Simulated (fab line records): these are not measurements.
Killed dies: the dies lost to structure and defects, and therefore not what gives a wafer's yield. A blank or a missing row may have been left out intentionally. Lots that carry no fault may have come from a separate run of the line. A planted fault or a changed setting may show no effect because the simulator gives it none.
Split-lot trial -- flow rit cmos -- 5 lots, 23 wafers read, on a route of 202 steps

## THE SPLIT ITSELF
At RIT_M1_SPUTTER_00 (material Al, target thk 400 nm, time 500 s), the setting time s was moved away from the recipe's 500 s on 8 of the 23 wafers read, by -12.6% to +9.6%. The other wafers ran this setting at the recipe's value.

## BETWEEN THE SPLIT AND THE READING: the file shows 1 step in between
- RIT_M1_RS_MEAS_01: measures by four-point-probe

## THE READING
M1_AL_THK, in nm, at RIT_M1_THK_MEAS_02 (measures by xrf). Fault-free wafers of this fab line usually give 395 nm, standard deviation 7.3 nm.

wafer,"tool, chamber at the split","time s as run, s",against the recipe,"M1_AL_THK, nm",against lot-mates on the recipe
L074.3,"pvd sputter-04, -",500,recipe,413,-
L074.5,"pvd sputter-04, -",500,recipe,390,-
L074.6,"pvd sputter-04, -",500,recipe,413,-
L076.1,"pvd sputter-02, -",437,-12.6%,349,-48
L076.3,"pvd sputter-02, -",437,-12.6%,343,-54
L076.4,"pvd sputter-02, -",500,recipe,400,-
L076.5,"pvd sputter-02, -",500,recipe,395,-
L076.6,"pvd sputter-02, -",437,-12.6%,348,-50
L077.1,"pvd sputter-04, -",519,+3.8%,428,+31
L077.2,"pvd sputter-04, -",500,recipe,399,-
L077.4,"pvd sputter-04, -",500,recipe,402,-
L077.5,"pvd sputter-04, -",519,+3.8%,425,+28
L077.6,"pvd sputter-04, -",500,recipe,389,-
L080.1,"pvd sputter-01, -",548.2,+9.6%,426,+28
L080.2,"pvd sputter-01, -",500,recipe,394,-
L080.3,"pvd sputter-01, -",500,recipe,403,-
L080.4,"pvd sputter-01, -",548.2,+9.6%,435,+36
L080.5,"pvd sputter-01, -",548.2,+9.6%,425,+26
L083.1,"pvd sputter-01, -",500,recipe,388,-
L083.2,"pvd sputter-01, -",500,recipe,397,-
L083.3,"pvd sputter-01, -",500,recipe,389,-
L083.5,"pvd sputter-01, -",500,recipe,388,-
L083.6,"pvd sputter-01, -",500,recipe,387,-

FIT RESULTS
A straight line over all 23 wafers: M1_AL_THK changes by +3.88 nm for each +1% of time s; r = +0.94; the points scatter about the line by 8.9 nm.
The same after taking each lot's own level away (the mean of its wafers on the recipe; 23 wafers): +3.85 nm for each +1%; r = +0.95; scatter 7.8 nm.
On that fit, the largest move of time s shifts the reading by 49 nm.
From 389.8 to 405.3 nm: that is the span of the lots' own levels, equal to 2.1 times the standard deviation above.
The two slopes agree, so the slope changes little with the lot-to-lot level.
Check: for one of the wafers moved furthest among these (-12.6%), held out of the fit, the line's prediction against its lot-mates is -48.4 nm. It came out at -48.5 nm against them.

## OTHER SPLITS APPLIED TO THESE WAFERS
Note: prior to the reading, these wafers also went through further splits. Each is held against what the fit with the lots' levels taken away leaves over:
other split on the same wafers,wafers away from the commonest value,r with M1_AL_THK (lot level and that fit taken away)
RIT_PSD_IMPLANT_08 energy kev,5,-0.08
RIT_SILICIDE_SPUTTER_01 chamber pressure pa,18,+0.08
RIT_CONTACT_CVD_00 time s,6,+0.06

## THE WHOLE CHAIN: every reading that the file lists as answering this split, in the file's order
step,what it does,reading,change (the file's fit),r (the file's)
RIT_M1_SPUTTER_00,"material Al, target thk 400 nm, time 500 s","Al_of_M1_SPUTTER_00.thk nm (the simulator's own value, which no gauge read)",+3.98 nm for each +1% of the setting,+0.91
RIT_M1_RS_MEAS_01,measures by four-point-probe,M1_AL_RS,-0.000792 for each +1% of the setting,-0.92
RIT_M1_THK_MEAS_02,measures by xrf,M1_AL_THK,+3.91 for each +1% of the setting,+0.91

## FILE'S OWN FIT
M1_AL_THK changes by +3.91 nm for each +1% of time s, r = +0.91.
